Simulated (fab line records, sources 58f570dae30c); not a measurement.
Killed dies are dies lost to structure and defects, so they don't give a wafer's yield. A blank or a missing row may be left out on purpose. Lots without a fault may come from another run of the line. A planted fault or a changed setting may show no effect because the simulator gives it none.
Which tool did it? | flow berkeley_cmos170 | 7 lots, 21 wafers sampled, at 2 steps of a route of 331

WHAT THE GAUGES READ, wafer by wafer
UCB170_V2_CD_MEAS_90: target cd 700 nm.
lot  | measured     | on        | cd_nm (nm)
L398 | day 9 04:20  | cd_sem-02 | 700.6 697.8 699.0
L399 | day 9 13:04  | cd_sem-01 | 699.2 701.4 699.0
L401 | day 10 10:33 | cd_sem-01 | 700.6 699.4 699.9
L409 | day 11 16:01 | cd_sem-02 | 700.9 704.9 703.3
L410 | day 12 04:20 | cd_sem-01 | 698.7 698.9 698.6
L413 | day 12 23:54 | cd_sem-01 | 703.4 704.1 703.3
L416 | day 13 14:40 | cd_sem-01 | 699.6 701.1 701.9

WHICH TOOL RAN EACH LOT (tool, then ch and the chambers of the sampled wafers, then the start)
lot  | UCB170_V2_CVD_00
L398 | pecvd-03 ch 0,2, day 9 01:52
L399 | pecvd-03 ch 0,1,2, day 9 10:52
L401 | pecvd-01 ch 0,1,2, day 10 08:17
L409 | pecvd-03 ch 0,1, day 11 11:43
L410 | pecvd-01 ch 0,1,2, day 12 01:46
L413 | pecvd-04 ch 0,2, day 12 21:44
L416 | pecvd-03 ch 0,2, day 13 12:31
- UCB170_V2_CVD_00: deposits SiO2 from TEOS/O2, target thk 2000 nm, time 250 s.

THE ANSWER, worked out from the rows above alone
Rule: what is usual is taken from the lots themselves. Put in order of their means at a reading, lots are off if they are a third of the lots or fewer, leave a main group of 4 or more, and stand apart from it by a gap of 3 or more times the standard deviation of the main group's means; of several such gaps the widest counts. A main group whose means are all the same, to the digits that the tables above print for the reading, isn't used. A lot without any number at a reading at which 4 lots or more have one is off too. The other lots that the step has rows for count as sound.
No lot is off at any reading shown: from this, nothing can be told.

WHAT THE SIMULATOR HAD PUT IN
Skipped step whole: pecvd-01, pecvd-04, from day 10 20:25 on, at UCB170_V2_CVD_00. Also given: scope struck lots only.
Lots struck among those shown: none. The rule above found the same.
